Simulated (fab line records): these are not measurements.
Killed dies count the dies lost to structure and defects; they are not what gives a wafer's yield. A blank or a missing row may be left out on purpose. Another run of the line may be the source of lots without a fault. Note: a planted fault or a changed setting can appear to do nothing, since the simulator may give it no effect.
Check for tools in common ; flow berkeley_cmos170 ; 12 lots and 42 wafers in the sample

## WHY IT WAS OPENED
Of 12 lots, 2 have the reading PWELL_NITRIDE_THK flagged at UCB170_PWELL_THK_MEAS_06. Wafers without a fault read 218.5 nm, standard deviation 2.
Rule: a lot gets a flag if all its wafers with a number sit over 4 standard deviations from that mean, or if no wafer of it has a number. As for the other lots, they are considered sound.

lot;measured;on;PWELL_NITRIDE_THK (nm), wafer by wafer;flag
L492;day 3 03:14;film_metro-04;218.0 217.5 218.0;
L494;day 3 09:56;film_metro-01;221.7 223.1 220.7;
L493;day 3 09:56;film_metro-03;219.5 217.1 217.8;
L495;day 3 16:53;film_metro-01;217.6 219.2 218.5;
L505;day 6 00:44;film_metro-03;149.1 147.4 146.3 149.1 147.4 146.2;FLAGGED
L504;day 6 00:45;film_metro-04;145.9 146.0 142.6 145.8 146.1 142.8;FLAGGED
L506;day 6 13:06;film_metro-03;216.9 216.7 216.9;
L508;day 6 13:06;film_metro-01;220.0 219.9 218.6;
L507;day 6 13:07;film_metro-04;218.0 217.6 217.7;
L513;day 7 23:46;film_metro-03;218.6 218.8 219.3;
L515;day 7 23:46;film_metro-04;217.6 217.2 217.6;
L514;day 7 23:49;film_metro-01;219.5 217.7 219.4;
The numbers of the flagged lots are 146.2 nm on average: -72.3 nm against the usual, or -36 standard deviations.

## TOOL THAT RAN EACH LOT
The record holds 1 process step before the reading, out of a route of 331 steps. Every cell lists first the tool, next ch and the chambers used by the sampled wafers, and last the start.
lot;flag;UCB170_PWELL_CVD_05
L492;;lpcvd-01 ch 1, day 3 01:19
L494;;lpcvd-02 ch 0, day 3 08:01
L493;;lpcvd-02 ch 0, day 3 08:01
L495;;lpcvd-02 ch 0, day 3 14:58
L505;FLAGGED;lpcvd-01 ch 1, day 5 22:49
L504;FLAGGED;lpcvd-01 ch 0, day 5 22:49
L506;;lpcvd-02 ch 0, day 6 11:11
L508;;lpcvd-02 ch 0, day 6 11:11
L507;;lpcvd-02 ch 1, day 6 11:11
L513;;lpcvd-02 ch 1, day 7 21:51
L515;;lpcvd-02 ch 0, day 7 21:51
L514;;lpcvd-02 ch 0, day 7 21:51
What the steps here do:
- UCB170_PWELL_CVD_05: deposits Si3N4 from SiH2Cl2/NH3, target thk 220 nm, time 3300 s.
- UCB170_PWELL_THK_MEAS_06

## FLAGGED AGAINST TOTAL, ONE TOOL AT A TIME (gauges that did the reading follow at the end)
step;tool;lots run;flagged;share of the flagged lots;sound lots run after its first flagged lot
UCB170_PWELL_CVD_05;lpcvd-01;3;2;all;0
UCB170_PWELL_CVD_05;lpcvd-02;9;0;none;-
UCB170_PWELL_THK_MEAS_06;film_metro-01;4;0;none;-
UCB170_PWELL_THK_MEAS_06;film_metro-03;4;1;some;2 (L506,L513)
UCB170_PWELL_THK_MEAS_06;film_metro-04;4;1;some;2 (L507,L515)

## WHAT IS ALLOWED BY THE TABLE
Rows of the table that ran each flagged lot: 1, that is lpcvd-01 at UCB170_PWELL_CVD_05.
- lpcvd-01 at UCB170_PWELL_CVD_05 ran 3 lots, 2 of them flagged. Last sound lot L492 at day 3 01:19, first flagged lot L504 at day 5 22:49; a fault beginning in between fits. Its own readings lie more than 4 standard deviations out on every wafer of the flagged lots: spike_tc_centre_C, spike_tc_load_C, spike_tc_source_C, susceptor_temp_C.
lpcvd-01 at UCB170_PWELL_CVD_05 is the single tool remaining.

## WHAT HAD BEEN PUT IN BY THE SIMULATOR
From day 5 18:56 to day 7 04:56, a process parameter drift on lpcvd-01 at UCB170_PWELL_CVD_05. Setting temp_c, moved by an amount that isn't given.
Lots struck among those shown: L505, L504. This agrees with what the rule above found.
